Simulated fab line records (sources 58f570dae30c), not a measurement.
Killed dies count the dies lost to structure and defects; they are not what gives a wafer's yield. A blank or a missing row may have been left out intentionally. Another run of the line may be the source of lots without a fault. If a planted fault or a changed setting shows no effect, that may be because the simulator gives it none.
Code-filled problem report in 8D (eight disciplines) form -- flow berkeley-cmos170 -- the parts of the form that need people (team, actions taken, sign-off) are left out

1. WHAT WENT WRONG
GATE_POLY_THK at UCB170_GATE_THK_MEAS_05 reads a mean of 233.8 nm on 6 wafers of 2 lots; wafers without a fault read 214.3 nm with a standard deviation of 2.4. Measured from the usual mean, that is +8.1 standard deviations.
First seen on wafer L372.1, day 9 19:17, on film-metro-02. At this step, 42 wafers from 14 lots have a number in the record. Rule for "out", or "out of limits": more than 4 standard deviations from the usual mean. Any other wafer with a number is counted as sound.

2. WHAT IT IS; WHAT IT IS NOT
question,is,is not
which readings at this step,GATE_POLY_THK,-
which lots,"L372, L373","L355, L356, L357, L358, L360, L361, L362, L364, L365, L366, L371, L378"
which wafers of those lots,all that have a number,-
read on which gauges,film-metro-02,"film-metro-01, film-metro-04"
when,from day 9 19:17,up to then (33 sound wafers); but 3 sound wafers of L378 came after

3. WHAT RULES OUT EACH SUSPECT
Counting: a tool stays on the suspect list if, at a process step up to the reading, it processed all lots that are out and no sound lot following the first of them.
- the gauge at UCB170_GATE_THK_MEAS_05 is ruled out. All the wafers that are out were read on film-metro-02, but those of them that UCB170_GATE_CVD_04 has rows for are out there too, on other tools.
- lpcvd-02 at UCB170_GATE_CVD_04 (deposits poly-Si from SiH4, time 1440 s, target thk 214 nm): kept. It ran every lot that is out, first L372 (day 9 17:50), and no sound lot after that; its last sound lot up to then is L366 (day 8 00:20). Its own readings are out on those wafers: pressure-mtorr.
Left after counting: lpcvd-02 at UCB170_GATE_CVD_04.

4. THE CAUSE (what the simulator had put in)
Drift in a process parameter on lpcvd-02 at UCB170_GATE_CVD_04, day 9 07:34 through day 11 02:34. The setting pressure-mtorr was moved by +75, starting from 375. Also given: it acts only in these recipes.
The count eliminated every tool but this one.

5. THE CHAIN OF EFFECTS, in route order
Each row: a reading where the mean over the struck wafers with a number is more than 3 standard deviations away from the usual. Scope: only readings with a usual standard deviation given in the record; hours: median across lots of the time from each lot's start at the first step in this table that gives one to its start at this step; sigmas: change in usual standard deviations.
hours,step,reading,usual,on struck wafers,change,sigmas
0,UCB170_GATE_CVD_04,pressure-mtorr,375.1 mTorr,449.9,+74.8,+91
1,UCB170_GATE_THK_MEAS_05,GATE_POLY_THK,214.3 nm,233.8,+19.4,+8.1
Process steps it contains:
- UCB170_GATE_CVD_04: deposits poly-Si from SiH4, time 1440 s, target thk 214 nm.
Later measuring or inspecting steps at which every struck wafer that the step has a row for has a number for every such reading, and none has moved that far: UCB170_GATE_OVL_MEAS_13.

6. WHAT WOULD HAVE CAUGHT IT SOONER
12 hours passed between the start of the fault at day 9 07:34 and the first reading out of limits at a measuring or inspecting step in this record, taken at day 9 19:17.
The tool's own readings at UCB170_GATE_CVD_04 were out on every struck wafer that the step has a row for (pressure-mtorr): an alarm limit on them would have fired on the first of those.
By day 9 19:17 the whole set of lots that are out, 2 in number, had already begun UCB170_GATE_CVD_04 on lpcvd-02. Tool hold at that time: it would have spared none of them.
